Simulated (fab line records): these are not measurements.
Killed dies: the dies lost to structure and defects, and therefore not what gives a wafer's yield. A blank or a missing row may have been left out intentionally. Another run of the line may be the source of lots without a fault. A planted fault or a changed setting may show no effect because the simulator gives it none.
Which tool is to blame? / flow rit_cmos / 13 lots with 39 wafers sampled at 6 steps, on a route of 202 steps

WHAT THE GAUGES SHOWED, per wafer
RIT_NRETRO_OVL_MEAS_06. Usual: NRETRO_OVL -0.8 nm, standard deviation 1.2.
lot=L214; measured=day 2 06:32; on=overlay-02; NRETRO_OVL (nm)=-1.5 -1.3 -2.3; flag=
lot=L216; measured=day 2 15:52; on=overlay-01; NRETRO_OVL (nm)=-0.2 1.5 -0.3; flag=
lot=L217; measured=day 2 22:35; on=overlay-01; NRETRO_OVL (nm)=1.5 -1.2 1.7; flag=
lot=L218; measured=day 3 01:58; on=overlay-02; NRETRO_OVL (nm)=-1.1 -0.9 -1.4; flag=
lot=L219; measured=day 3 06:58; on=overlay-02; NRETRO_OVL (nm)=-1.8 -1.3 -1.8; flag=
lot=L224; measured=day 4 07:16; on=overlay-01; NRETRO_OVL (nm)=-0.4 -1.8 -1.6; flag=
lot=L227; measured=day 5 00:49; on=overlay-02; NRETRO_OVL (nm)=-3.2 0.0 -3.7; flag=
lot=L228; measured=day 5 04:17; on=overlay-02; NRETRO_OVL (nm)=0.8 -2.0 -1.6; flag=
lot=L231; measured=day 5 19:09; on=overlay-02; NRETRO_OVL (nm)=-1.1 -1.5 -2.0; flag=
lot=L232; measured=day 6 01:22; on=overlay-02; NRETRO_OVL (nm)=-2.8 -0.9 -2.0; flag=
lot=L233; measured=day 6 05:11; on=overlay-02; NRETRO_OVL (nm)=-0.9 -2.3 -1.7; flag=
lot=L234; measured=day 6 08:49; on=overlay-01; NRETRO_OVL (nm)=0.2 -1.5 0.0; flag=
lot=L235; measured=day 6 14:44; on=overlay-02; NRETRO_OVL (nm)=-0.2 1.8 0.9; flag=

RIT_GATE_THK_MEAS_09. Usual: GATE_POLY_THK 250.0 nm, standard deviation 2.9.
lot=L214; measured=day 2 13:51; on=film_metro-01; GATE_POLY_THK (nm)=244.0 245.1 242.6; flag=
lot=L216; measured=day 3 05:27; on=film_metro-04; GATE_POLY_THK (nm)=253.2 250.9 252.6; flag=
lot=L217; measured=day 3 05:31; on=film_metro-04; GATE_POLY_THK (nm)=247.0 245.5 247.1; flag=
lot=L218; measured=day 3 09:43; on=film_metro-01; GATE_POLY_THK (nm)=252.1 251.4 250.7; flag=
lot=L219; measured=day 3 13:59; on=film_metro-04; GATE_POLY_THK (nm)=249.6 253.1 250.5; flag=
lot=L224; measured=day 4 14:13; on=film_metro-03; GATE_POLY_THK (nm)=251.9 250.9 251.5; flag=
lot=L227; measured=day 5 07:46; on=film_metro-04; GATE_POLY_THK (nm)=134.7 134.8 136.3; flag=OFF
lot=L228; measured=day 5 10:21; on=film_metro-01; GATE_POLY_THK (nm)=250.5 250.6 251.5; flag=
lot=L231; measured=day 6 02:31; on=film_metro-01; GATE_POLY_THK (nm)=252.2 250.9 252.6; flag=
lot=L232; measured=day 6 07:28; on=film_metro-01; GATE_POLY_THK (nm)=251.0 251.0 252.9; flag=
lot=L233; measured=day 6 11:00; on=film_metro-01; GATE_POLY_THK (nm)=248.3 252.8 251.9; flag=
lot=L234; measured=day 6 15:10; on=film_metro-01; GATE_POLY_THK (nm)=251.7 253.2 253.7; flag=
lot=L235; measured=day 6 21:55; on=film_metro-03; GATE_POLY_THK (nm)=250.6 251.3 251.2; flag=

RIT_NLDD_OVL_MEAS_06. Usual: NLDD_OVL -0.6 nm, standard deviation 1.5.
lot=L214; measured=day 2 19:18; on=overlay-01; NLDD_OVL (nm)=1.3 0.6 -0.2; flag=
lot=L216; measured=day 3 11:11; on=overlay-02; NLDD_OVL (nm)=0.5 1.1 -1.0; flag=
lot=L217; measured=day 3 12:44; on=overlay-02; NLDD_OVL (nm)=-2.6 0.0 -1.7; flag=
lot=L218; measured=day 3 15:17; on=overlay-02; NLDD_OVL (nm)=0.8 -1.1 -0.7; flag=
lot=L219; measured=day 3 19:32; on=overlay-02; NLDD_OVL (nm)=-1.6 -0.4 -0.3; flag=
lot=L224; measured=day 4 21:01; on=overlay-01; NLDD_OVL (nm)=-0.5 1.8 0.0; flag=
lot=L227; measured=day 5 13:20; on=overlay-01; NLDD_OVL (nm)=-1.1 2.3 0.3; flag=
lot=L228; measured=day 5 16:01; on=overlay-01; NLDD_OVL (nm)=0.4 -1.3 -0.3; flag=
lot=L231; measured=day 6 08:40; on=overlay-02; NLDD_OVL (nm)=0.1 0.0 0.8; flag=
lot=L232; measured=day 6 13:02; on=overlay-02; NLDD_OVL (nm)=0.8 1.2 0.9; flag=
lot=L233; measured=day 6 16:56; on=overlay-02; NLDD_OVL (nm)=-5.0 -2.3 -4.5; flag=
lot=L234; measured=day 6 22:08; on=overlay-01; NLDD_OVL (nm)=0.2 -0.9 1.4; flag=
lot=L235; measured=day 7 03:39; on=overlay-02; NLDD_OVL (nm)=0.0 -0.6 -0.7; flag=

RIT_CONTACT_OVL_MEAS_09. Usual: CONTACT_OVL -0.7 nm, standard deviation 1.4.
lot=L214; measured=day 3 07:10; on=overlay-02; CONTACT_OVL (nm)=-1.1 -1.9 -1.6; flag=
lot=L216; measured=day 4 00:25; on=overlay-01; CONTACT_OVL (nm)=0.0 -1.5 1.5; flag=
lot=L217; measured=day 4 00:04; on=overlay-01; CONTACT_OVL (nm)=0.5 -0.5 -0.9; flag=
lot=L218; measured=day 4 01:42; on=overlay-02; CONTACT_OVL (nm)=-1.5 -4.1 -1.7; flag=
lot=L219; measured=day 4 06:11; on=overlay-01; CONTACT_OVL (nm)=-1.5 -0.7 1.7; flag=
lot=L224; measured=day 5 07:43; on=overlay-01; CONTACT_OVL (nm)=1.1 -0.6 1.1; flag=
lot=L227; measured=day 5 23:55; on=overlay-01; CONTACT_OVL (nm)=1.6 0.0 -1.4; flag=
lot=L228; measured=day 6 02:23; on=overlay-02; CONTACT_OVL (nm)=0.3 -0.8 1.5; flag=
lot=L231; measured=day 6 19:53; on=overlay-01; CONTACT_OVL (nm)=-1.0 -1.5 -1.8; flag=
lot=L232; measured=day 6 23:27; on=overlay-01; CONTACT_OVL (nm)=1.4 0.1 -1.4; flag=
lot=L233; measured=day 7 03:28; on=overlay-01; CONTACT_OVL (nm)=-2.2 -0.4 -1.6; flag=
lot=L234; measured=day 7 08:40; on=overlay-02; CONTACT_OVL (nm)=-1.3 -0.5 -2.3; flag=
lot=L235; measured=day 7 13:36; on=overlay-01; CONTACT_OVL (nm)=0.8 0.2 -0.4; flag=

WHICH TOOL RAN EACH LOT (tool, then ch and the chambers of the sampled wafers, then the start)
lot=L214; RIT_GATE_CVD_08=lpcvd-02 ch 1, day 2 12:14; RIT_GATE_ETCH_19=rie_si-02 ch 0,2, day 2 15:04
lot=L216; RIT_GATE_CVD_08=lpcvd-02 ch 1, day 3 03:02; RIT_GATE_ETCH_19=rie_si-02 ch 0,1,3, day 3 06:40
lot=L217; RIT_GATE_CVD_08=lpcvd-02 ch 1, day 3 03:02; RIT_GATE_ETCH_19=rie_si-01 ch 1,2,3, day 3 06:57
lot=L218; RIT_GATE_CVD_08=lpcvd-01 ch 0, day 3 07:16; RIT_GATE_ETCH_19=rie_si-02 ch 0,1, day 3 11:01
lot=L219; RIT_GATE_CVD_08=lpcvd-01 ch 1, day 3 11:32; RIT_GATE_ETCH_19=rie_si-01 ch 0,1,2, day 3 15:11
lot=L224; RIT_GATE_CVD_08=lpcvd-02 ch 0, day 4 12:35; RIT_GATE_ETCH_19=rie_si-02 ch 0,3, day 4 15:43
lot=L227; RIT_GATE_CVD_08=lpcvd-02 ch 0, day 5 05:19; RIT_GATE_ETCH_19=rie_si-01 ch 0,2,3, day 5 09:05
lot=L228; RIT_GATE_CVD_08=lpcvd-01 ch 1, day 5 08:43; RIT_GATE_ETCH_19=rie_si-02 ch 0,1, day 5 11:33
lot=L231; RIT_GATE_CVD_08=lpcvd-02 ch 1, day 6 00:06; RIT_GATE_ETCH_19=rie_si-01 ch 1,2,3, day 6 03:52
lot=L232; RIT_GATE_CVD_08=lpcvd-01 ch 1, day 6 05:51; RIT_GATE_ETCH_19=rie_si-02 ch 0,2,3, day 6 08:41
lot=L233; RIT_GATE_CVD_08=lpcvd-01 ch 0, day 6 09:23; RIT_GATE_ETCH_19=rie_si-01 ch 0,1,2, day 6 12:20
lot=L234; RIT_GATE_CVD_08=lpcvd-01 ch 1, day 6 13:32; RIT_GATE_ETCH_19=rie_si-02 ch 0,2,3, day 6 16:34
lot=L235; RIT_GATE_CVD_08=lpcvd-01 ch 1, day 6 20:16; RIT_GATE_ETCH_19=rie_si-01 ch 1,2,3, day 6 23:17
- RIT_GATE_CVD_08: deposits poly-Si from SiH4, target thk 250 nm, time 2220 s.
- RIT_GATE_ETCH_19: etches poly-Si in SF6/CHF3/O2, stops on SiO2, time 165 s, target depth 312.5 nm.

WHAT THE TOOLS THEMSELVES READ (means of the sampled wafers that have a number; where no wafer has one, the mark that the record gives instead)
RIT_GATE_CVD_08. Usual: spike_tc_centre_C 613.5 C, standard deviation 1.3; spike_tc_load_C 633.7 C, standard deviation 1.7; spike_tc_source_C 629 C, standard deviation 4.5; susceptor_temp_C 610.04 C, standard deviation 0.28; zone_power_source_pct 12.3 %, standard deviation 0.75.
lot=L214; tool=lpcvd-02; spike_tc_centre_C (C)=614.1; spike_tc_load_C (C)=635.6; spike_tc_source_C (C)=624; susceptor_temp_C (C)=610.10; zone_power_source_pct (%)=13.0; flag=
lot=L216; tool=lpcvd-02; spike_tc_centre_C (C)=614.1; spike_tc_load_C (C)=635.0; spike_tc_source_C (C)=626; susceptor_temp_C (C)=609.95; zone_power_source_pct (%)=13.0; flag=
lot=L217; tool=lpcvd-02; spike_tc_centre_C (C)=613.8; spike_tc_load_C (C)=634.7; spike_tc_source_C (C)=626; susceptor_temp_C (C)=609.99; zone_power_source_pct (%)=12.9; flag=
lot=L218; tool=lpcvd-01; spike_tc_centre_C (C)=614.8; spike_tc_load_C (C)=631.0; spike_tc_source_C (C)=627; susceptor_temp_C (C)=610.04; zone_power_source_pct (%)=11.0; flag=
lot=L219; tool=lpcvd-01; spike_tc_centre_C (C)=613.9; spike_tc_load_C (C)=632.3; spike_tc_source_C (C)=637; susceptor_temp_C (C)=609.83; zone_power_source_pct (%)=11.8; flag=
lot=L224; tool=lpcvd-02; spike_tc_centre_C (C)=612.5; spike_tc_load_C (C)=633.3; spike_tc_source_C (C)=628; susceptor_temp_C (C)=610.28; zone_power_source_pct (%)=13.0; flag=
lot=L227; tool=lpcvd-02; spike_tc_centre_C (C)=588.5; spike_tc_load_C (C)=609.0; spike_tc_source_C (C)=602; susceptor_temp_C (C)=586.20; zone_power_source_pct (%)=12.0; flag=OFF
lot=L228; tool=lpcvd-01; spike_tc_centre_C (C)=613.1; spike_tc_load_C (C)=632.7; spike_tc_source_C (C)=636; susceptor_temp_C (C)=610.07; zone_power_source_pct (%)=11.7; flag=
lot=L231; tool=lpcvd-02; spike_tc_centre_C (C)=614.8; spike_tc_load_C (C)=635.5; spike_tc_source_C (C)=626; susceptor_temp_C (C)=610.41; zone_power_source_pct (%)=12.8; flag=
lot=L232; tool=lpcvd-01; spike_tc_centre_C (C)=614.5; spike_tc_load_C (C)=632.2; spike_tc_source_C (C)=635; susceptor_temp_C (C)=609.92; zone_power_source_pct (%)=11.7; flag=
lot=L233; tool=lpcvd-01; spike_tc_centre_C (C)=613.7; spike_tc_load_C (C)=633.1; spike_tc_source_C (C)=626; susceptor_temp_C (C)=610.22; zone_power_source_pct (%)=10.8; flag=
lot=L234; tool=lpcvd-01; spike_tc_centre_C (C)=614.2; spike_tc_load_C (C)=632.3; spike_tc_source_C (C)=636; susceptor_temp_C (C)=610.47; zone_power_source_pct (%)=11.7; flag=
lot=L235; tool=lpcvd-01; spike_tc_centre_C (C)=615.1; spike_tc_load_C (C)=632.9; spike_tc_source_C (C)=636; susceptor_temp_C (C)=609.88; zone_power_source_pct (%)=11.7; flag=

RIT_GATE_ETCH_19. Usual: CHF3_flow_sccm 30.00 sccm, standard deviation 0.084; drypump_motor_current_A 5.9 A, standard deviation 0.37; oes_product_au 0.845 a.u., standard deviation 0.015; throttle_valve_pct 10.37 %, standard deviation 0.11.
lot=L214; tool=rie_si-02; CHF3_flow_sccm (sccm)=30.00; drypump_motor_current_A (A)=6.2; oes_product_au (a.u.)=0.821; throttle_valve_pct (%)=10.41; flag=
lot=L216; tool=rie_si-02; CHF3_flow_sccm (sccm)=30.01; drypump_motor_current_A (A)=5.9; oes_product_au (a.u.)=0.850; throttle_valve_pct (%)=10.29; flag=
lot=L217; tool=rie_si-01; CHF3_flow_sccm (sccm)=30.04; drypump_motor_current_A (A)=5.6; oes_product_au (a.u.)=0.837; throttle_valve_pct (%)=10.47; flag=
lot=L218; tool=rie_si-02; CHF3_flow_sccm (sccm)=30.02; drypump_motor_current_A (A)=5.8; oes_product_au (a.u.)=0.864; throttle_valve_pct (%)=10.31; flag=
lot=L219; tool=rie_si-01; CHF3_flow_sccm (sccm)=30.06; drypump_motor_current_A (A)=5.9; oes_product_au (a.u.)=0.852; throttle_valve_pct (%)=10.42; flag=
lot=L224; tool=rie_si-02; CHF3_flow_sccm (sccm)=30.03; drypump_motor_current_A (A)=5.8; oes_product_au (a.u.)=0.835; throttle_valve_pct (%)=10.28; flag=
lot=L227; tool=rie_si-01; CHF3_flow_sccm (sccm)=30.07; drypump_motor_current_A (A)=5.7; oes_product_au (a.u.)=0.575; throttle_valve_pct (%)=10.39; flag=OFF
lot=L228; tool=rie_si-02; CHF3_flow_sccm (sccm)=29.98; drypump_motor_current_A (A)=6.0; oes_product_au (a.u.)=0.867; throttle_valve_pct (%)=10.29; flag=
lot=L231; tool=rie_si-01; CHF3_flow_sccm (sccm)=29.94; drypump_motor_current_A (A)=5.6; oes_product_au (a.u.)=0.845; throttle_valve_pct (%)=10.48; flag=
lot=L232; tool=rie_si-02; CHF3_flow_sccm (sccm)=29.93; drypump_motor_current_A (A)=6.1; oes_product_au (a.u.)=0.841; throttle_valve_pct (%)=10.35; flag=
lot=L233; tool=rie_si-01; CHF3_flow_sccm (sccm)=30.02; drypump_motor_current_A (A)=5.9; oes_product_au (a.u.)=0.849; throttle_valve_pct (%)=10.43; flag=
lot=L234; tool=rie_si-02; CHF3_flow_sccm (sccm)=29.99; drypump_motor_current_A (A)=6.0; oes_product_au (a.u.)=0.842; throttle_valve_pct (%)=10.36; flag=
lot=L235; tool=rie_si-01; CHF3_flow_sccm (sccm)=29.95; drypump_motor_current_A (A)=5.6; oes_product_au (a.u.)=0.842; throttle_valve_pct (%)=10.47; flag=

THE ANSWER, worked out from the rows above alone
Rule: a lot is off if the mean of its wafers that have a number lies more than 3 standard deviations from the usual mean. Also off: a lot with no number at a reading for which 4 or more lots have one. All remaining lots with rows at the step are treated as sound. First the gauges in route order, then the tools' own readings, where a lot's mean is used as printed above. The first step at which some lot is off is used, and at that step the reading that is off furthest; a lot without a number counts as furthest.
Off: at RIT_GATE_THK_MEAS_09 (GATE_POLY_THK), L227.
If a tool, at a process step before that reading, ran all the lots that are off and no sound lot after the first of them, it fits. Not tried: the gauges at RIT_GATE_THK_MEAS_09; whatever is off there is also off at RIT_GATE_CVD_08, on other tools, and gauge error can't account for it. None of those tried fits.

WHAT THE SIMULATOR HAD PUT IN
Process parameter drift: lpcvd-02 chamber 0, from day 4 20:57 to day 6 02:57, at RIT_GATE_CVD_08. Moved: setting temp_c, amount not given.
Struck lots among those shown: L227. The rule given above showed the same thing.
